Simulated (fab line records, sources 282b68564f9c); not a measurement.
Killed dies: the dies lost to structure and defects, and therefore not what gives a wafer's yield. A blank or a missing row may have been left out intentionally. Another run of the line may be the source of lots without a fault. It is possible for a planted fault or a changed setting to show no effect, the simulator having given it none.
Which tool was responsible? :: flow rit-cmos :: Sampling: 6 lots, 18 wafers, 2 of 202 route steps

WHAT EACH GAUGE READ, for each wafer
RIT_CONTACT_CD_MEAS_08 targets a cd of 1000 nm.
lot: L501
measured: day 3 20:58
on: cd-sem-02
cd-nm (nm): 1003.7 1001.7 1002.0

lot: L503
measured: day 4 04:41
on: cd-sem-01
cd-nm (nm): 1000.5 1003.2 1001.2

lot: L505
measured: day 4 13:47
on: cd-sem-01
cd-nm (nm): 999.2 998.7 997.9

lot: L515
measured: day 6 17:59
on: cd-sem-02
cd-nm (nm): 999.4 1002.6 1001.1

lot: L517
measured: day 7 04:05
on: cd-sem-01
cd-nm (nm): 999.1 998.1 999.2

lot: L520
measured: day 7 23:38
on: cd-sem-01
cd-nm (nm): 995.9 997.1 997.9

EACH LOT AND THE TOOL THAT RAN IT (in order: tool; ch and the chambers of the sampled wafers; start)
lot: L501
RIT_CONTACT_EXPOSE_05: iline-stepper-02 ch 0, day 3 20:26

lot: L503
RIT_CONTACT_EXPOSE_05: iline-stepper-01 ch 0, day 4 04:10

lot: L505
RIT_CONTACT_EXPOSE_05: iline-stepper-01 ch 0, day 4 13:16

lot: L515
RIT_CONTACT_EXPOSE_05: iline-stepper-02 ch 0, day 6 17:28

lot: L517
RIT_CONTACT_EXPOSE_05: iline-stepper-02 ch 0, day 7 03:35

lot: L520
RIT_CONTACT_EXPOSE_05: iline-stepper-02 ch 0, day 7 23:02
- RIT_CONTACT_EXPOSE_05: exposes mask M11, target cd 1000 nm.

THE ANSWER, worked out from the rows above alone
Rule: the lots themselves supply what counts as usual. The widest of any qualifying gaps counts: lots, ordered by their means at a reading, are off when they make up no more than a third of the lots, leave a main group of 4 or more, and stand apart from it by 3 or more times the standard deviation of that group's means. The tables above print the reading to a certain number of digits; a main group whose means all agree to those digits is not used. Also off: a lot with no number at a reading for which 4 or more lots have one. The other lots that the step has rows for count as sound.
No lot is off on any of the readings shown, so nothing can be concluded from this.

WHAT HAD BEEN PUT IN BY THE SIMULATOR
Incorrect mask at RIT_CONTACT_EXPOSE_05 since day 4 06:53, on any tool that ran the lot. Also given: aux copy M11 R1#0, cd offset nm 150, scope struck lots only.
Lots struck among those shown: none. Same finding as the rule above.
